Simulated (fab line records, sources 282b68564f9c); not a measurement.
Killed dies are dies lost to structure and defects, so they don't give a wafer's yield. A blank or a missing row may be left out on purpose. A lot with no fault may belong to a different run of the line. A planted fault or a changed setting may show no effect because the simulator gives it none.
What tool caused it? | flow rit-cmos | 12 lots with 36 wafers sampled at 2 steps, on a route of 202 steps

WHAT THE GAUGES SHOWED, per wafer
RIT_SPACER_THK_MEAS_04.
lot  | measured    | on            | SPACER_NITRIDE_THK (nm)
L444 | day 3 01:37 | film-metro-01 | 246.3 246.1 246.4
L445 | day 3 04:17 | film-metro-03 | 245.5 246.0 247.6
L447 | day 3 17:08 | film-metro-03 | 280.8 278.0 280.6
L448 | day 3 19:28 | film-metro-03 | 277.3 277.2 279.3
L451 | day 4 10:49 | film-metro-02 | 244.5 246.8 245.7
L460 | day 6 06:37 | film-metro-02 | 247.0 246.4 244.8
L462 | day 6 18:22 | film-metro-03 | 244.4 245.6 248.1
L463 | day 7 01:43 | film-metro-03 | 243.5 243.7 244.8
L464 | day 7 07:29 | film-metro-02 | 240.7 241.3 239.8
L465 | day 7 08:48 | film-metro-03 | 243.1 242.4 244.2
L466 | day 7 14:17 | film-metro-01 | 245.9 245.9 247.7
L467 | day 7 22:42 | film-metro-01 | 242.4 242.3 243.6

WHICH TOOL RAN EACH LOT (tool, then ch and the chambers of the sampled wafers, then the start)
lot  | RIT_SPACER_CVD_03
L444 | lpcvd-02 ch 1, day 2 23:41
L445 | lpcvd-02 ch 0, day 3 02:22
L447 | lpcvd-02 ch 1, day 3 15:11
L448 | lpcvd-02 ch 1, day 3 17:32
L451 | lpcvd-01 ch 0, day 4 08:53
L460 | lpcvd-01 ch 1, day 6 04:40
L462 | lpcvd-01 ch 0, day 6 16:26
L463 | lpcvd-02 ch 0, day 6 23:49
L464 | lpcvd-01 ch 1, day 7 05:34
L465 | lpcvd-02 ch 0, day 7 06:52
L466 | lpcvd-02 ch 1, day 7 12:22
L467 | lpcvd-01 ch 0, day 7 20:46
- RIT_SPACER_CVD_03: deposits Si3N4 from SiH2Cl2/NH3, target thk 250 nm, time 3300 s.

AS READ BY THE TOOLS THEMSELVES (means over the sampled wafers that have a number; for cases with no such wafer, the mark the record gives instead)
RIT_SPACER_CVD_03.
lot  | tool     | sih2cl2-flow-sccm (sccm)
L444 | lpcvd-02 | 59.85
L445 | lpcvd-02 | 59.97
L447 | lpcvd-02 | 89.99
L448 | lpcvd-02 | 90.20
L451 | lpcvd-01 | 59.76
L460 | lpcvd-01 | 59.89
L462 | lpcvd-01 | 60.04
L463 | lpcvd-02 | 59.95
L464 | lpcvd-01 | 59.90
L465 | lpcvd-02 | 60.08
L466 | lpcvd-02 | 60.16
L467 | lpcvd-01 | 59.91

THE ANSWER, worked out from the rows above alone
Rule: what is usual is taken from the lots themselves. Put in order of their means at a reading, lots are off if they are a third of the lots or fewer, leave a main group of 4 or more, and stand apart from it by a gap of 3 or more times the standard deviation of the main group's means; of several such gaps the widest counts. A main group whose means are all the same, to the digits that the tables above print for the reading, isn't used. A lot without any number at a reading at which 4 lots or more have one is off too. Where the step has rows for the other lots, those lots are counted as sound. The gauges are gone through in route order, then the tools' own readings, and for those a lot's mean is taken as printed above. At the first step where some lot is off, the reading lying furthest off is the one used; lots without a number count as furthest.
Off: L447, L448, seen at RIT_SPACER_THK_MEAS_04 (SPACER_NITRIDE_THK). Main group: mean 244.8 nm, sd 1.9.
If a tool, at a process step before that reading, ran all the lots that are off and no sound lot after the first of them, it fits. Not tried: the gauges at RIT_SPACER_THK_MEAS_04; whatever is off there is also off at RIT_SPACER_CVD_03, on other tools, and gauge error can't account for it. No candidate that was tried fits.

WHAT THE SIMULATOR PUT IN
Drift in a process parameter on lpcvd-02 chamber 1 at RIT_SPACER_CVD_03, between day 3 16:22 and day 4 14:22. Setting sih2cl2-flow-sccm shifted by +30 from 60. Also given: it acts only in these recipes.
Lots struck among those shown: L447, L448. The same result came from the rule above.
